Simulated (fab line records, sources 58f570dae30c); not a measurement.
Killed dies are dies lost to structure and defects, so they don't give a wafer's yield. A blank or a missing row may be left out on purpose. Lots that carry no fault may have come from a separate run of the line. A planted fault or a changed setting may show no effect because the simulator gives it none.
Which tool is to blame? ; flow berkeley cmos170 ; 7 lots, 21 wafers sampled, at 3 steps of a route of 331

WHAT THE GAUGES READ, wafer by wafer
UCB170_SDANNEAL_RS_MEAS_02: measurement is done with a four-point probe.
lot;measured;on;PSD_RS (ohm/sq)
L169;day 7 01:53;film metro-04;75.46 75.40 75.39
L172;day 7 21:11;film metro-02;75.38 75.86 75.72
L174;day 8 19:41;film metro-02;75.83 75.81 75.84
L177;day 8 19:07;film metro-02;75.53 75.94 75.70
L180;day 9 18:05;film metro-01;76.44 76.72 76.48
L183;day 10 23:59;film metro-02;75.69 75.40 75.66
L189;day 11 23:22;film metro-04;75.70 76.18 75.85

EACH LOT AND THE TOOL THAT RAN IT (in order: tool; ch and the chambers of the sampled wafers; start)
lot;UCB170_PFIELD_STRIP_08;UCB170_SDANNEAL_RTA_00
L169;plasma asher-04 ch 0,1, day 4 16:10;rtp anneal-01 ch 0, day 7 01:45
L172;plasma asher-04 ch 0,1, day 5 09:53;rtp anneal-02 ch 0, day 7 21:03
L174;plasma asher-03 ch 0,1, day 6 07:30;rtp anneal-02 ch 0, day 8 19:34
L177;plasma asher-04 ch 0,1, day 6 07:54;rtp anneal-02 ch 0, day 8 18:59
L180;plasma asher-01 ch 0,1, day 7 05:38;rtp anneal-02 ch 0, day 9 17:57
L183;plasma asher-04 ch 0,1, day 8 11:41;rtp anneal-01 ch 0, day 10 23:50
L189;plasma asher-03 ch 0, day 9 12:32;rtp anneal-01 ch 0, day 11 23:08
- UCB170_PFIELD_STRIP_08: strips in O2.
- UCB170_SDANNEAL_RTA_00: time 10 s.

THE ANSWER, worked out from the rows above alone
Rule: the usual values come from the lots themselves. Put in order of their means at a reading, lots are off if they are a third of the lots or fewer, leave a main group of 4 or more, and stand apart from it by a gap of 3 or more times the standard deviation of the main group's means; of several such gaps the widest counts. A main group is skipped when, at the precision printed for the reading in the tables above, its means are all equal. A lot without any number at a reading at which 4 lots or more have one is off too. Any other lot the step has rows for is counted as sound.
Off: L180, seen at UCB170_SDANNEAL_RS_MEAS_02 (PSD_RS). The main group has a mean of 75.69 ohm/sq with a standard deviation of 0.16.
If a tool, at a process step before that reading, ran all the lots that are off and no sound lot after the first of them, it fits. Gauges at UCB170_SDANNEAL_RS_MEAS_02: tried the same way as those tools. Can't be told from this: 3 tools fit, plasma asher-01 at UCB170_PFIELD_STRIP_08, rtp anneal-02 at UCB170_SDANNEAL_RTA_00, film metro-01 at UCB170_SDANNEAL_RS_MEAS_02.

WHAT THE SIMULATOR HAD INSERTED
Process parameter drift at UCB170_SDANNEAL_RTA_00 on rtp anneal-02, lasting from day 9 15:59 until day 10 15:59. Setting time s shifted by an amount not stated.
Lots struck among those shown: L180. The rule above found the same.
